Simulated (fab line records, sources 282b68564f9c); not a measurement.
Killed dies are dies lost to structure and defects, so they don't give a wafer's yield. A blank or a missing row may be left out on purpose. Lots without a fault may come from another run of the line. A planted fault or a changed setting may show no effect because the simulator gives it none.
Which tool did it? | flow rit_cmos | 14 lots, 42 wafers sampled, at 3 steps of a route of 202

WHAT THE GAUGES READ, wafer by wafer
RIT_GATE_CD_MEAS_90: target cd 150 nm.
lot  | measured    | on        | cd_nm (nm)
L238 | day 2 22:28 | cd_sem-01 | 150.6 151.8 152.2
L239 | day 3 03:52 | cd_sem-01 | 147.3 147.3 148.5
L240 | day 3 08:55 | cd_sem-01 | 153.7 150.3 153.4
L241 | day 3 16:21 | cd_sem-01 | 150.3 151.2 150.7
L242 | day 3 19:26 | cd_sem-01 | 147.2 146.4 146.8
L245 | day 4 10:05 | cd_sem-01 | 145.1 148.2 149.3
L246 | day 4 15:51 | cd_sem-01 | 148.9 147.5 149.6
L247 | day 4 23:50 | cd_sem-01 | 152.4 153.2 154.0
L248 | day 5 04:16 | cd_sem-01 | 153.4 150.6 149.7
L249 | day 5 10:28 | cd_sem-01 | 151.0 150.9 149.2
L252 | day 5 22:30 | cd_sem-01 | 146.5 145.2 145.6
L255 | day 6 13:01 | cd_sem-01 | 152.9 153.4 152.5
L256 | day 6 16:23 | cd_sem-02 | 148.7 150.0 151.2
L257 | day 6 22:52 | cd_sem-02 | 151.5 152.1 152.0

RIT_NSD_OVL_MEAS_06.
lot  | measured    | on         | NSD_OVL (nm)
L238 | day 3 08:11 | overlay-01 | -1.4 0.9 1.2
L239 | day 3 13:42 | overlay-02 | 0.9 3.3 2.0
L240 | day 3 18:14 | overlay-01 | 0.5 0.1 1.0
L241 | day 4 01:56 | overlay-02 | 0.8 0.4 -0.1
L242 | day 4 05:13 | overlay-02 | -1.4 0.8 -2.6
L245 | day 4 19:41 | overlay-01 | -1.6 -0.8 -0.7
L246 | day 5 01:17 | overlay-02 | 1.6 1.5 0.2
L247 | day 5 11:45 | overlay-02 | 2.2 -0.7 0.5
L248 | day 5 14:39 | overlay-02 | 1.9 2.8 2.4
L249 | day 5 20:10 | overlay-01 | 0.5 1.4 0.3
L252 | day 6 08:09 | overlay-02 | 2.3 0.5 0.5
L255 | day 6 22:55 | overlay-01 | 2.5 3.2 1.0
L256 | day 7 01:55 | overlay-01 | 3.9 3.8 2.1
L257 | day 7 09:33 | overlay-02 | -0.6 -0.8 0.1

WHICH TOOL RAN EACH LOT (tool, then ch and the chambers of the sampled wafers, then the start)
lot  | RIT_PRETRO_STRIP_09
L238 | plasma_asher-02 ch 0,1, day 2 16:52
L239 | plasma_asher-04 ch 0,1, day 2 22:07
L240 | plasma_asher-01 ch 0,1, day 3 03:23
L241 | plasma_asher-02 ch 0,1, day 3 10:16
L242 | plasma_asher-04 ch 1, day 3 13:59
L245 | plasma_asher-01 ch 0,1, day 4 04:36
L246 | plasma_asher-04 ch 0,1, day 4 09:23
L247 | plasma_asher-02 ch 0,1, day 4 15:53
L248 | plasma_asher-02 ch 0,1, day 4 20:52
L249 | plasma_asher-04 ch 0,1, day 5 04:33
L252 | plasma_asher-04 ch 0,1, day 5 17:01
L255 | plasma_asher-04 ch 1, day 6 06:42
L256 | plasma_asher-04 ch 0,1, day 6 11:09
L257 | plasma_asher-01 ch 0,1, day 6 16:49
- RIT_PRETRO_STRIP_09: strips in O2, time 180 s.

WHAT THE TOOLS THEMSELVES READ (means of the sampled wafers that have a number; where no wafer has one, the mark that the record gives instead)
RIT_PRETRO_STRIP_09.
lot  | tool            | drypump_motor_current_A (A)
L238 | plasma_asher-02 | 5.9
L239 | plasma_asher-04 | 5.8
L240 | plasma_asher-01 | 5.1
L241 | plasma_asher-02 | 5.9
L242 | plasma_asher-04 | 5.4
L245 | plasma_asher-01 | 5.5
L246 | plasma_asher-04 | 5.8
L247 | plasma_asher-02 | 5.5
L248 | plasma_asher-02 | 5.5
L249 | plasma_asher-04 | 5.8
L252 | plasma_asher-04 | 5.8
L255 | plasma_asher-04 | 5.4
L256 | plasma_asher-04 | 5.8
L257 | plasma_asher-01 | 5.4

THE ANSWER, worked out from the rows above alone
Rule: what is usual is taken from the lots themselves. Put in order of their means at a reading, lots are off if they are a third of the lots or fewer, leave a main group of 4 or more, and stand apart from it by a gap of 3 or more times the standard deviation of the main group's means; of several such gaps the widest counts. A main group whose means are all the same, to the digits that the tables above print for the reading, isn't used. A lot without any number at a reading at which 4 lots or more have one is off too. The other lots that the step has rows for count as sound. The gauges are gone through in route order, then the tools' own readings, and for those a lot's mean is taken as printed above. The first step at which some lot is off is used, and at that step the reading that is off furthest; a lot without a number counts as furthest.
No lot is off at any reading shown: from this, nothing can be told.

WHAT THE SIMULATOR HAD PUT IN
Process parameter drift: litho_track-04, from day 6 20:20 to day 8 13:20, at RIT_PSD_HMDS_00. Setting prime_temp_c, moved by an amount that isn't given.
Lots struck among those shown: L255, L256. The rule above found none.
